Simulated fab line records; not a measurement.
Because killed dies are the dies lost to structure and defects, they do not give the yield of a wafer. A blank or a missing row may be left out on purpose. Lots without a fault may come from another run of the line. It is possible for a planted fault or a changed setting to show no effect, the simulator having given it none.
Comparing a struck lot with a sound one + flow berkeley_cmos170 + 19 out of 331 route steps
Sound: wafers L337.2, L337.4, L337.6. Wafers L342.1, L342.3, L342.4 were the ones struck. The cause is given at the end.
For every step that has rows: the tool of each side, followed by ch and its chambers, followed by its first start. Under that, the readings that differ: sound wafers + struck wafers + difference of the means + sigmas: that difference in standard deviations of wafers without a fault.
alike: readings whose means differ by less than 2 such deviations, and words and numbers that are the same on both sides. not compared: withheld readings, readings that some wafer has no value for, bounds like >300 that may hide the same value, and numbers for which the record gives no deviation and whose values overlap.
The two part at a step that has a row with sigmas, a row that says differs or no value, or rows on one side only. Numbers that have no deviation but don't overlap get no sigmas and don't part them. A reading that every wafer of one side lacks parts them only if that side has two wafers or more.

first, 3 steps without rows for these wafers: UCB170_PSD_EXPOSE_03 (exposes mask PSELECT MOD, target cd 1200 nm); UCB170_PSD_PEB_04; UCB170_PSD_DEVELOP_05 (develop time 45 s).
UCB170_PSD_CD_MEAS_06 targets a cd of 1200 nm.
  sound on cd_sem-01, day 9 10:28; struck on cd_sem-01, day 10 22:41
  alike: cd_nm
UCB170_PSD_OVL_MEAS_07:
  sound on overlay-02, day 9 10:34; struck on overlay-01, day 10 22:48
  alike: PSD_OVL
then, 1 step without rows for these wafers: UCB170_PSD_IMPLANT_08.
UCB170_PSD_STRIP_09: strips in O2.
  sound on plasma_asher-02 ch 0,1, day 9 10:45; struck on plasma_asher-03 ch 0,1, day 10 22:59
  alike: drypump_motor_current_A, oes_product_au, strip_time_to_endpoint_s
  not compared: rf_hours_counter_h
UCB170_PSD_TW_MEAS_10:
  sound on film_metro-03, day 9 10:52; struck on film_metro-01, day 10 23:05
  alike: PSD_TW
then, 4 steps without rows for these wafers: UCB170_PSD_CLEAN_11 (cleans in SPM, time 600 s); UCB170_NSD_HMDS_00 (prime time 60 s); UCB170_NSD_COAT_01 (resist thk 900 nm); UCB170_NSD_SOFTBAKE_02 (time 60 s).
UCB170_NSD_EXPOSE_03: exposes mask NSELECT MOD, target cd 1200 nm.
  sound on krf_scanner-02 ch 0, day 9 12:07; struck on krf_scanner-02 ch 0, day 11 00:22
| reading                     | sound          | struck               | difference | sigmas |
|-----------------------------|----------------|----------------------|------------|--------|
| model.NSD.overlay_x_nm (nm) | 1.37 1.37 1.37 | -171.4 -171.4 -171.4 | -172.8     |        |
  alike: mask
then, 2 steps without rows for these wafers: UCB170_NSD_PEB_04; UCB170_NSD_DEVELOP_05 (develop time 45 s).
UCB170_NSD_CD_MEAS_06 targets a cd of 1200 nm.
  sound on cd_sem-01, day 9 12:30; struck on cd_sem-01, day 11 00:49
  alike: cd_nm
UCB170_NSD_OVL_MEAS_07:
  sound on overlay-01, day 9 12:37; struck on overlay-01, day 11 00:56
| reading      | sound | struck         | difference | sigmas |
|--------------|-------|----------------|------------|--------|
| NSD_OVL (nm) | 1 2 1 | -170 -168 -172 | -171       | -36    |
then, 1 step without rows for these wafers: UCB170_NSD_IMPLANT_08.
UCB170_M3_PROBE_99:
  sound on prober-02, day 10 15:38; struck on prober-02, day 12 02:42
| reading                                                 | sound                | struck        | difference | sigmas |
|---------------------------------------------------------|----------------------|---------------|------------|--------|
| model.etest.select_edge_diode_n.leak_log10_a (angstrom) | -12.13 -12.13 -12.09 | -11.53 -11.68 | +0.51      |        |

== WHERE THEY PART ==
Within this record, at UCB170_NSD_OVL_MEAS_07 only.

WHY: what the simulator had put in
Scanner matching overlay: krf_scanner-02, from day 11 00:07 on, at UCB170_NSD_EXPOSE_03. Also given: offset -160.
